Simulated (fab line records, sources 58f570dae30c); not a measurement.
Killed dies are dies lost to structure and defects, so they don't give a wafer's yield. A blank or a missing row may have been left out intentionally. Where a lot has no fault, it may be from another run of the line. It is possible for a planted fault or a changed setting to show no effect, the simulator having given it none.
A single fault, viewed from 2 desks -- flow berkeley_cmos170 -- every desk sees just its own numbers, and what lay behind them comes last

== DESK OF THE TOOL OWNER: implanter-02 ==
The tool's own readings at UCB170_NVT_IMPLANT_07, given as means over the sampled wafers that have a number, one for each lot that went through this tool. Marked OUT: a lot whose mean sits more than 4 standard deviations from the usual mean, which makes it out of limits; the brackets give that distance.
Columns: A = dose_ions_cm2 at UCB170_NVT_IMPLANT_07, usual 3.0001e+12; B = end_station_pressure_torr at UCB170_NVT_IMPLANT_07, usual 5e-06 Torr; C = faraday_current_uA at UCB170_NVT_IMPLANT_07, usual 9.51
lot,first seen here,A,B,C
L776,day 5 21:41,3.0012e+12,5e-06,9.60
L778,day 6 09:11,3.0003e+12,5e-06,9.40
L779,day 6 13:42,3.0010e+12,5e-06,9.61
L781,day 6 21:06,3.0017e+12,5e-06,9.56
L786,day 7 21:25,3.0010e+12,5e-06,9.35
L784,day 7 21:54,2.9956e+12,5e-06,9.65
L785,day 7 22:29,3.3299e+12 (+99 or more) OUT,5e-06,10.42 (+5.4) OUT
L789,day 8 04:53,3.3229e+12 (+99 or more) OUT,5e-06,10.52 (+6.0) OUT
This desk's verdict: out of limits on L785, L789, starting with L785 at day 7 22:29 (dose_ions_cm2 at UCB170_NVT_IMPLANT_07). L776, L778, L779, L781, L786, L784: within limits.

== METROLOGY DESK ==
What the gauges read, lot by lot, whatever tool the lot ran on: means of the sampled wafers that have a number. Marked OUT: a lot whose mean sits more than 4 standard deviations from the usual mean, which makes it out of limits; the brackets give that distance.
Columns: A = NVT_OVL at UCB170_NVT_OVL_MEAS_06, usual 1 nm; B = NVT_TW at UCB170_NVT_TW_MEAS_09, usual 521
lot,first seen here,A,B
L777,day 5 21:08,5,517
L776,day 5 21:38,0,524
L778,day 6 09:08,3,517
L779,day 6 13:40,-0,525
L781,day 6 21:02,7,526
L786,day 7 21:23,4,523
L784,day 7 21:51,9,520
L783,day 7 21:56,-7,520
L785,day 7 22:28,-2,541 (+5.8) OUT
L789,day 8 04:49,1,542 (+6.2) OUT
L791,day 8 14:38,4,523
L794,day 9 04:41,13,524
L793,day 9 05:15,-1,518
L797,day 10 01:35,5,522
Finding of this desk: L785, L789 out of limits, first seen on L785 at day 7 22:44 (NVT_TW at UCB170_NVT_TW_MEAS_09). L777, L776, L778, L779, L781, L786, L784, L783, L791, L794, L793, L797: within limits.

== ALL TOGETHER ==
The tool owner's desk could have raised an alarm at day 7 22:29, on L785, L789.
L785, L789 would have let the metrology desk raise an alarm at day 7 22:44.
The lots listed all ran UCB170_NVT_IMPLANT_07 on implanter-02.

== WHAT THE SIMULATOR HAD INSERTED ==
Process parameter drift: implanter-02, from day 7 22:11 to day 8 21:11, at UCB170_NVT_IMPLANT_07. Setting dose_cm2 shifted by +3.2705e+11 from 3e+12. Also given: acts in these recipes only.
Shown lots that were struck: L785, L789.
Time in hours from fault onset to the first out-of-limits reading at each desk: tool owner's desk 0, metrology desk 1.
